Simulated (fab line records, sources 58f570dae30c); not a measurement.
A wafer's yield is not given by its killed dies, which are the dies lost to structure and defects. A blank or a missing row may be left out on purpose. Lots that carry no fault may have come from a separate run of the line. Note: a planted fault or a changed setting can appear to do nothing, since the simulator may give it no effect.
Struck lot and sound lot, side by side / flow berkeleyCmos170 / 15 steps out of a route of 331
Sound: wafers L147.2, L147.4, L147.5. Wafers L144.1, L144.3, L144.5 were the ones struck. Last of all comes the cause.
Each step with rows lists, per side, the tool, then ch with its chambers, then its first start. Under that, the readings that differ: sound wafers / struck wafers / difference of the means / sigmas: that difference in standard deviations of wafers without a fault.
alike: readings with means less than 2 such deviations apart, plus words and numbers identical on both sides. not compared: withheld readings, readings lacking a value on some wafer, bounds such as >300 that could conceal the same value, and numbers that have no deviation in the record and whose values overlap.
Wherever a step has rows on one side only, a row that says differs or no value, or a row with sigmas, the two part there. Numbers that have no deviation but don't overlap get no sigmas and don't part them. Lack of a reading on every wafer of one side parts them only where that side has two or more wafers.

first, 4 steps without rows for these wafers: UCB170_NWELL_SOFTBAKE_08 (time 60 s); UCB170_NWELL_EXPOSE_09 (exposes mask NWELL, target cd 3000 nm); UCB170_NWELL_PEB_10; UCB170_NWELL_DEVELOP_11 (develop time 45 s).
UCB170_NWELL_OVL_MEAS_12:
  struck on overlay-02, day 5 09:54; sound on overlay-01, day 5 22:44
  alike: NWELL_OVL
UCB170_NWELL_ETCH_13: etches Si3N4 in CH3F/Ar/O2, stops on SiO2, target depth 246.4 nm, time 154 s.
  sound on rieDiel-03 ch 0,1,3, day 5 22:46; struck on rieDiel-03 ch 0,1, day 5 09:56
  alike: CH3F_flow_sccm, chamberPressureMTorr, drypumpMotorCurrentA, oesProductAu, throttleValvePct
  not compared: rfHoursCounterH
following that, these wafers have no rows for 1 step: UCB170_NWELL_IMPLANT_14.
UCB170_NWELL_STRIP_15: strips in O2.
  sound on plasmaAsher-01 ch 1, day 5 23:01; struck on plasmaAsher-03 ch 0,1, day 5 10:11
  alike: chamberPressureMTorr, drypumpMotorCurrentA, oesProductAu, stripTimeToEndpointS
  not compared: rfHoursCounterH
UCB170_NWELL_TW_MEAS_16:
  struck on filmMetro-03, day 5 10:17; sound on filmMetro-03, day 5 23:08
  alike: NWELL_TW
then, 3 steps without rows for these wafers: UCB170_NWELL_CLEAN_17 (cleans in SPM, time 600 s); UCB170_NWELL_WET_ETCH_18 (etches Si3N4 in H3PO4, time 14400 s); UCB170_NWELL_WET_ETCH_19 (etches SiO2 in BOE, time 22 s).
UCB170_PWELL_CLEAN_00: cleans in SPM, time 600 s.
  sound on wetBench-04 ch 3, day 6 05:25; struck on wetBench-04 ch 2, day 5 14:33
  no value came back on the struck wafers for bathGuardTempC (C), bathHeatDutyPct (%); on the sound wafers bathGuardTempC (C) reads 119.5 119.6 119.6
then, 1 step without rows for these wafers: UCB170_PWELL_CLEAN_01 (cleans in dHF, time 60 s).
-- the record jumps here: 6 days lie between the struck wafers' starts before and after (it left off in module PWELL and takes up again in module M3, whose first step shown is number 331 of the route) --
UCB170_M3_PROBE_99:
  the record has rows for the struck wafers here (prober-01, day 11 07:02) and none for the sound ones

WHERE THEY PART
Earliest at UCB170_PWELL_CLEAN_00; latest, in this record, at UCB170_M3_PROBE_99.

WHY: what had been put in by the simulator
Beginning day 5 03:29, the whole step at UCB170_PWELL_CLEAN_00 was skipped on wetBench-04. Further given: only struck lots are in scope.
